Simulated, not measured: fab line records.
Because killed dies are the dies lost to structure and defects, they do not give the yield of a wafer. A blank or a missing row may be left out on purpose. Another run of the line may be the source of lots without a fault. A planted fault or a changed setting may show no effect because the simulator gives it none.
Matching of chambers	flow rit_cmos	RIT_SPACER_ETCHBACK_05 on rie_diel-03: 4 sister chambers
The step etches Si3N4 in SF6/CHF3, stops on SiO2, target depth 250 nm, time 240 s. 8 wafers are shown with their chamber, then 8 later ones without.

== WAFERS WITH THEIR CHAMBER ==
wafer	chamber	throttle_valve_pct (%)	drypump_motor_current_A (A)
L682.5	0	10.36	5.9
L684.3	2	10.26	5.6
L686.3	0	10.37	6.0
L686.6	3	10.06	6.1
L692.3	1	10.48	5.3
L692.4	2	10.24	5.6
L692.5	3	10.03	6.1
L693.4	1	10.47	5.3

== WAFERS WITH NO CHAMBER GIVEN ==
wafer	throttle_valve_pct (%)	drypump_motor_current_A (A)
L693.5	10.35	5.9
L693.6	10.47	5.3
L696.1	10.04	6.1
L696.3	10.28	5.6
L696.4	10.37	5.9
L700.1	10.37	5.9
L700.2	10.03	6.1
L700.5	10.36	5.9

== WHICH CHAMBER EACH ONE RAN IN ==
wafer	from the rows above	in truth
L693.5	0	0
L693.6	1	1
L696.1	3	3
L696.3	2	2
L696.4	0	0
L700.1	0	0
L700.2	3	3
L700.5	0	0
Correctly placed: 8 of 8. From these rows, 0 cannot be placed. 0 placed wrongly.
How it was worked out, from the rows above alone: a wafer's distance from a chamber is the root of the sum, over the readings, of the square of ((its reading less the chamber's mean) divided by the reading's scatter). If the next closest chamber is less than 2 further off than the closest, the wafer can't be placed; otherwise it belongs to the closest. Each chamber's mean is taken over the wafers shown for it. The scatter: take each reading less its chamber's mean, square it, sum over the shown wafers, divide by the number of wafers less the number of chambers, and take the root.
